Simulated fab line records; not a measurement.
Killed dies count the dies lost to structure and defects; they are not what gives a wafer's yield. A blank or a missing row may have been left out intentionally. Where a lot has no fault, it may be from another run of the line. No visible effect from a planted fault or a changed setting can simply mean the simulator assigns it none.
The tool behind it: which one? -- flow berkeley_cmos170 -- 14 lots with 42 wafers sampled at 2 steps, on a route of 331 steps

== WHAT THE GAUGES READ, wafer by wafer ==
UCB170_PWELL_OVL_MEAS_13.
lot,measured,on,PWELL_OVL (nm)
L333,day 3 08:23,overlay-02,4 4 1
L334,day 3 08:40,overlay-02,-6 -3 -4
L335,day 3 10:23,overlay-01,6 -8 -1
L336,day 3 16:22,overlay-01,5 5 1
L337,day 3 20:06,overlay-01,-3 -3 1
L338,day 3 20:41,overlay-01,8 8 7
L339,day 4 02:59,overlay-02,3 -2 6
L340,day 4 15:16,overlay-02,5 6 14
L343,day 5 10:39,overlay-02,3 5 9
L349,day 6 07:48,overlay-01,-3 -6 -7
L350,day 6 15:59,overlay-02,-2 2 -4
L354,day 7 15:58,overlay-02,0 -14 -7
L355,day 7 16:04,overlay-01,2 7 2
L356,day 7 21:38,overlay-02,5 -3 -4

== WHICH TOOL RAN EACH LOT (tool, then ch and the chambers of the sampled wafers, then the start) ==
lot,UCB170_ZERO_STRIP_07
L333,"plasma_asher-04 ch 0,1, day 1 21:50"
L334,"plasma_asher-03 ch 0,1, day 2 00:41"
L335,"plasma_asher-02 ch 0,1, day 2 08:11"
L336,"plasma_asher-04 ch 0,1, day 2 14:04"
L337,"plasma_asher-04 ch 0,1, day 2 16:38"
L338,"plasma_asher-03 ch 0,1, day 2 18:50"
L339,"plasma_asher-04 ch 0,1, day 3 02:08"
L340,"plasma_asher-04 ch 0,1, day 3 06:15"
L343,"plasma_asher-04 ch 0,1, day 3 21:01"
L349,"plasma_asher-02 ch 0,1, day 5 03:31"
L350,"plasma_asher-03 ch 0,1, day 5 10:32"
L354,"plasma_asher-03 ch 0,1, day 6 06:11"
L355,"plasma_asher-02 ch 1, day 6 08:29"
L356,"plasma_asher-04 ch 0,1, day 6 16:34"
- UCB170_ZERO_STRIP_07: strips in O2.

== WHAT THE TOOLS THEMSELVES READ (means of the sampled wafers that have a number; where no wafer has one, the mark that the record gives instead) ==
UCB170_ZERO_STRIP_07.
lot,tool,drypump_motor_current_A (A),o2_flow_sccm (sccm),oes_product_au (a.u.),strip_time_to_endpoint_s (s)
L333,plasma_asher-04,6.0,399.0,0.727,21.52
L334,plasma_asher-03,5.4,399.9,0.726,21.45
L335,plasma_asher-02,5.7,399.3,0.725,21.41
L336,plasma_asher-04,6.0,400.3,0.723,21.52
L337,plasma_asher-04,6.0,401.1,0.731,21.51
L338,plasma_asher-03,5.4,399.3,0.725,21.50
L339,plasma_asher-04,6.0,401.4,0.727,21.52
L340,plasma_asher-04,5.7,200.2,0.666,24.49
L343,plasma_asher-04,5.7,199.0,0.669,24.53
L349,plasma_asher-02,5.5,400.2,0.731,21.49
L350,plasma_asher-03,5.4,400.6,0.727,21.42
L354,plasma_asher-03,5.2,400.3,0.726,21.52
L355,plasma_asher-02,5.8,398.1,0.723,21.52
L356,plasma_asher-04,6.0,401.4,0.725,21.54

== THE ANSWER, worked out from the rows above alone ==
Rule: what is usual is taken from the lots themselves. Put in order of their means at a reading, lots are off if they are a third of the lots or fewer, leave a main group of 4 or more, and stand apart from it by a gap of 3 or more times the standard deviation of the main group's means; of several such gaps the widest counts. If all means in a main group match to the digits the tables above print for the reading, that group is not used. A lot without any number at a reading at which 4 lots or more have one is off too. All remaining lots with rows at the step are treated as sound. After the gauges, taken in route order, come the tools' own readings; for these a lot's mean is taken, as printed above. The first step at which some lot is off is used, and at that step the reading that is off furthest; a lot without a number counts as furthest.
Off: L340, L343 (UCB170_ZERO_STRIP_07, o2_flow_sccm). For the main group the mean is 400.1 sccm and the standard deviation 0.97.
If a tool, at that step or one of the process steps before it, ran each lot that is off and ran no sound lot following the first of them, it fits. None of those tried fits.

== WHAT THE SIMULATOR HAD PUT IN ==
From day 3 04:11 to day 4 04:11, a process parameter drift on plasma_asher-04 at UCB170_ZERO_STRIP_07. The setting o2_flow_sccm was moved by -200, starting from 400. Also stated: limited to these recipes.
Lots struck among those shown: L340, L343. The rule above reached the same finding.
